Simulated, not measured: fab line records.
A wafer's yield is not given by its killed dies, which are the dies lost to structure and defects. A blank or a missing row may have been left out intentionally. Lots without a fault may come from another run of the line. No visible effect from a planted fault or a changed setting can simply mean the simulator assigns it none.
A struck lot beside a sound one -- flow rit_cmos -- 26 out of 202 route steps
Sound: these wafers, L426.1, L426.2, L426.3. Struck: wafer L436.5 (L436.3, L436.4, from the same lot, were not struck and are left out); the cause is given at the end.
For every step that has rows: the tool of each side, followed by ch and its chambers, followed by its first start. Under that, the readings that differ: sound wafers -- struck wafers -- difference of the means -- sigmas: that difference in standard deviations of wafers without a fault.
alike: words and numbers the same on both sides, and readings whose means are apart by under 2 such deviations; not compared: readings that were withheld, readings missing a value for some wafer, numbers with overlapping values and no deviation given by the record, and bounds like >300 which may hide the same value.
The two part at a step that has a row with sigmas, a row that says differs or no value, or rows on one side only. Numbers that don't overlap but have no deviation are shown without sigmas and don't part them. A reading missing from all wafers of one side parts the sides only when that side holds two or more wafers.

first, 4 steps without rows for these wafers: RIT_CONTACT_SOFTBAKE_04 (time 60 s); RIT_CONTACT_EXPOSE_05 (exposes mask M11, target cd 1000 nm); RIT_CONTACT_PEB_06; RIT_CONTACT_DEVELOP_07 (develop time 120 s).
RIT_CONTACT_CD_MEAS_08 targets a cd of 1000 nm.
  sound: cd_sem-02 at day 3 10:35; struck: cd_sem-02 at day 5 17:28
  alike: cd_nm
RIT_CONTACT_OVL_MEAS_09:
  sound: overlay-02 at day 3 10:43; struck: overlay-02 at day 5 17:34
reading,sound,struck,difference,sigmas
CONTACT_OVL (nm),-2.4 -2.0 -2.5,1.1,+3.4,+3
then, 1 step without rows for these wafers: RIT_CONTACT_HARDBAKE_10 (time 60 s).
RIT_CONTACT_ETCH_11: etches SiO2 in CHF3/CF4/Ar, stops on TiSi2, target depth 480 nm, time 320 s.
  sound on rie_diel-04 ch 1,2,3, day 3 10:53; struck on rie_diel-01 ch 2, day 5 17:44
reading,sound,struck,difference,sigmas
CHF3_flow_sccm (sccm),49.87 49.95 49.57,50.15,+0.35,+2
  alike: drypump_motor_current_A, oes_product_au, throttle_valve_pct
  not compared: rf_hours_counter_h
RIT_CONTACT_STRIP_12: strips in O2, time 180 s.
  sound on plasma_asher-01 ch 0,1, day 3 11:05; struck on plasma_asher-01 ch 1, day 5 17:59
  alike: drypump_motor_current_A
  not compared: rf_hours_counter_h
RIT_CONTACT_CD_MEAS_90 targets a cd of 1000 nm.
  sound: cd_sem-01 at day 3 11:16; struck: cd_sem-01 at day 5 18:09
  alike: cd_nm
then, 2 steps without rows for these wafers: RIT_CONTACT_CLEAN_13 (cleans in SC1, time 600 s); RIT_CONTACT_CLEAN_14 (cleans in SC2, time 600 s).
RIT_M1_SPUTTER_00: material Al, target thk 400 nm, time 522.8 s.
  sound: pvd_sputter-01 at day 3 11:44; struck: pvd_sputter-03 at day 5 18:35
reading,sound,struck,difference,sigmas
cathode_dc_power_W (W),2000.2 2000.1 1999.6,1999.0,-1.0,-3
model.Al_of_M1_SPUTTER_00.thk_nm (nm),419.8 420.9 421.4,539.2,+118.5,
  alike: throttle_valve_pct
RIT_M1_RS_MEAS_01: uses a four-point probe to measure.
  sound: film_metro-02 at day 3 12:02; struck: film_metro-01 at day 5 19:19
reading,sound,struck,difference,sigmas
M1_AL_RS (ohm/sq),0.0699 0.0697 0.0695,0.0543,-0.0154,-31
  not compared: hold
RIT_M1_THK_MEAS_02: measures by xrf.
  sound: film_metro-02 at day 3 12:09; struck: film_metro-01 at day 6 00:59
reading,sound,struck,difference,sigmas
M1_AL_THK (nm),415 416 415,529,+114,+32
  not compared: hold
then, 5 steps without rows for these wafers: RIT_M1_COAT_04 (resist thk 1300 nm); RIT_M1_SOFTBAKE_05 (time 60 s); RIT_M1_EXPOSE_06 (exposes mask M12, target cd 2600 nm); RIT_M1_PEB_07; RIT_M1_DEVELOP_08 (develop time 68 s).
RIT_M1_CD_MEAS_09 targets a cd of 2600 nm.
  sound: cd_sem-02 at day 3 13:13; struck: cd_sem-01 at day 6 06:02
  alike: cd_nm
RIT_M1_OVL_MEAS_10:
  sound: overlay-02 at day 3 13:20; struck: overlay-02 at day 6 06:08
reading,sound,struck,difference,sigmas
M1_OVL (nm),1.8 2.1 2.2,-1.3,-3.3,-3
then, 1 step without rows for these wafers: RIT_M1_HARDBAKE_11 (time 120 s).
RIT_M1_METAL_ETCH_12: etches Al in Cl2/BCl3, stops on SiO2, time 165 s, target depth 600 nm.
  sound on rie_metal-01 ch 0,1, day 3 13:37; struck on rie_metal-03 ch 0, day 6 06:28
reading,sound,struck,difference,sigmas
oes_product_au (a.u.),0.784 0.803 0.788,0.949,+0.157,+11
  alike: drypump_motor_current_A, throttle_valve_pct
  not compared: rf_hours_counter_h
then, 1 step without rows for these wafers: RIT_M1_STRIP_13 (strips in nmp, time 600 s).
RIT_M1_PROBE_99:
  sound: prober-02 at day 3 15:52; struck: prober-02 at day 6 10:38
reading,sound,struck,difference,sigmas
hold,- - -,await_dispo/1.5h/release,no value on the sound wafers,
  alike: defect_limited_yield, killed_at_contacts, killed_at_front_end, killed_dies, killed_open, killed_short, sort_bin_3_pad_short, sort_bin_5_function, sort_bin_6_memory, sort_n_pass, sort_yield_pct

## WHERE THEY PART
Last at RIT_M1_PROBE_99 as far as this record goes, first at RIT_CONTACT_OVL_MEAS_09.

WHY: what the simulator had put in
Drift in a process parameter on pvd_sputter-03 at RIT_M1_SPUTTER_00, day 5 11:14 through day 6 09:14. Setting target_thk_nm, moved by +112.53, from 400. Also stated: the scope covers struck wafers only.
